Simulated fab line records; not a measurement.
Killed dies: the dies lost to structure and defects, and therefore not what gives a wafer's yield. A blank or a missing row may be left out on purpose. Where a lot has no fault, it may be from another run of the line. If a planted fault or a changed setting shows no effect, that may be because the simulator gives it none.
The same fault as seen by 2 desks | flow rit cmos | each desk has only its own numbers; what lay behind them comes last

== METROLOGY DESK ==
What the gauges read, lot by lot, whatever tool the lot ran on: means of the sampled wafers that have a number. The brackets show how far a lot's mean lies from the usual mean; more than 4 standard deviations puts the lot out of limits, marked OUT. Readings shown: 7 of its 10, picked as those furthest out on some lot.
Columns: A = cd nm at RIT_CONTACT_CD_MEAS_08, usual 999.8 nm; B = cd nm at RIT_CONTACT_CD_MEAS_90, usual 999.6 nm; C = M1_AL_RS at RIT_M1_RS_MEAS_01, usual 0.0732 ohm/sq; D = M1_AL_THK at RIT_M1_THK_MEAS_02, usual 400 nm; E = cd nm at RIT_M1_CD_MEAS_09, usual 2600.3 nm; F = M1_OVL at RIT_M1_OVL_MEAS_10, usual 0.1 nm; G = cd nm at RIT_M1_CD_MEAS_90, usual 2600.1 nm
lot  | first seen here | A      | B      | C      | D   | E      | F    | G
L221 | day 3 21:17     | 1000.2 | 1000.3 | 0.0730 | 402 | 2599.4 | 1.9  | 2600.6
L227 | day 4 23:01     | 998.6  | 998.7  | 0.0732 | 398 | 2597.6 | 0.7  | 2596.5
L233 | day 6 07:37     | 997.4  | 997.4  | 0.0720 | 408 | 2599.3 | 1.0  | 2600.4
L234 | day 6 14:51     | 999.5  | 999.1  | 0.0729 | 404 | 2599.9 | 0.5  | 2599.4
L236 | day 6 20:05     | 996.1  | 996.1  | 0.0735 | 398 | 2600.6 | -1.0 | 2600.4
Result from this desk: across the 5 lots, nothing is out of limits.

== FOR THE TOOL OWNER'S DESK: rie diel-02 ==
The tool's own readings at RIT_CONTACT_ETCH_11 (etches SiO2 in CHF3/CF4/Ar, stops on TiSi2, target depth 480 nm, time 320 s): means of the sampled wafers that have a number, for each lot that ran on this tool. The brackets show how far a lot's mean lies from the usual mean; more than 4 standard deviations puts the lot out of limits, marked OUT.
Columns: A = drypump motor current A at RIT_CONTACT_ETCH_11, usual 5.7 A; B = oes product au at RIT_CONTACT_ETCH_11, usual 0.998 a.u.; C = throttle valve pct at RIT_CONTACT_ETCH_11, usual 8.87 %
lot  | first seen here | A   | B     | C
L227 | day 5 00:34     | 5.4 | 1.002 | 8.90
L233 | day 6 08:55     | 5.8 | 1.008 | 8.84
Result from this desk: across the 2 lots, nothing is out of limits.

== BROUGHT TOGETHER ==
Nothing out of limits was seen by the metrology desk.
The tool owner's desk saw nothing out of limits.

== WHAT WAS PUT IN BY THE SIMULATOR ==
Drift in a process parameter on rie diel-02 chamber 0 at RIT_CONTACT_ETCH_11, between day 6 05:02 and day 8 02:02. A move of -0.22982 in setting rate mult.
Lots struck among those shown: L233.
